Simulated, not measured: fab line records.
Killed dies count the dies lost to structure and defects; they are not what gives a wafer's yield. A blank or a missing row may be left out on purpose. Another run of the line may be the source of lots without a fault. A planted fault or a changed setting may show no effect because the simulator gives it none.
Code-filled problem report in 8D (eight disciplines) form    flow berkeley-cmos170    the parts of the form that need people (team, actions taken, sign-off) are left out

== 1. THE ISSUE ==
Mean PSD_TW at UCB170_PSD_TW_MEAS_10: 2246 over 9 wafers in 3 lots; fault-free wafers: 2346, standard deviation 14. That is -7.1 standard deviations from the usual mean.
Earliest sighting: wafer L254.1 on film-metro-02 at day 9 18:39. The record holds 45 wafers of 15 lots with a number at this step. The rule behind "out" and "out of limits": a value lying over 4 standard deviations away from the usual mean. All remaining wafers that have a number are taken as sound.

== 2. WHAT IT IS, WHAT IT ISN'T ==
question                     is                                           is not
which readings at this step  PSD_TW                                       -
which lots                   L254, L255, L256                             L241, L243, L244, L245, L246, L247, L249, L252, L259, L260, L261, L263
which wafers of those lots   all that have a number                       -
read on which gauges         film-metro-02, film-metro-03, film-metro-04  -
when                         from day 9 18:39                             up to then (24 sound wafers); but 12 sound wafers of L259, L260, L261, L263 came after

== 3. SUSPECTS, AND WHAT RULES EACH OUT ==
Counting: a tool at a process step up to the reading stays a suspect if it ran every lot that is out and no sound lot after the first of them.
- the gauge at UCB170_PSD_TW_MEAS_10 has been ruled out. The wafers that are out were read on 3 gauges (film-metro-02, film-metro-03, film-metro-04).
- implanter-04 at UCB170_PSD_IMPLANT_08: kept. Every lot that is out went through it, starting with L254 (day 9 18:24), and after that it ran no sound lot; the last sound lot it ran before then is L249 (day 8 14:43). Out on those wafers are its own readings of beam-energy-keV.
Remaining after the count: implanter-04 at UCB170_PSD_IMPLANT_08.

== 4. THE CAUSE (what the simulator had put in) ==
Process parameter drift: implanter-04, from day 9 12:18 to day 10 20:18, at UCB170_PSD_IMPLANT_08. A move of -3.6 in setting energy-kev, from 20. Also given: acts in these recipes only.
After counting, this tool was the only one left.

== 5. SEQUENCE OF EFFECTS, ordered by route ==
One row per reading whose mean, taken over the struck wafers that have a number, lies over 3 standard deviations from the usual. Only readings for which the record gives a usual standard deviation are gone through. hours: the time from each lot's start at the first step in this table that gives one to its start at this step, as a median over the lots. sigmas: the change in usual standard deviations.
hours  step                        reading                   usual         on struck wafers  change  sigmas
0      UCB170_PSD_IMPLANT_08       beam-energy-keV           20.000        16.400            -3.600  -99 or more
0      UCB170_PSD_STRIP_09         oes-product-au            0.600 a.u.    0.622             +0.022  +5.4
0      UCB170_PSD_STRIP_09         strip-time-to-endpoint-s  29.38 s       27.83             -1.55   -20
0      UCB170_PSD_TW_MEAS_10       PSD_TW                    2346          2246              -100    -7.1
4      UCB170_SDANNEAL_RS_MEAS_02  PSD_RS                    75.50 ohm/sq  77.87             +2.37   +8.2
The process steps in it:
- UCB170_PSD_IMPLANT_08
- UCB170_PSD_STRIP_09: strips in O2.
Later measuring or inspecting steps at which every struck wafer that the step has a row for has a number for every such reading, and none has moved that far: UCB170_NSD_TW_MEAS_10.

== 6. WHAT WOULD HAVE CAUGHT IT SOONER ==
Counted from the fault's start at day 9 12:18, it took 6 hours until the first out-of-limits reading at a measuring or inspecting step in this record, taken at day 9 18:39.
At UCB170_PSD_IMPLANT_08, the tool's own readings (beam-energy-keV) were out on each struck wafer the step has a row for, so an alarm limit on them would have fired on the first such wafer.
L255, from the lots that are out (3), started UCB170_PSD_IMPLANT_08 on implanter-04 later than day 9 18:39. Had the tool been put on hold then, it would have been spared.
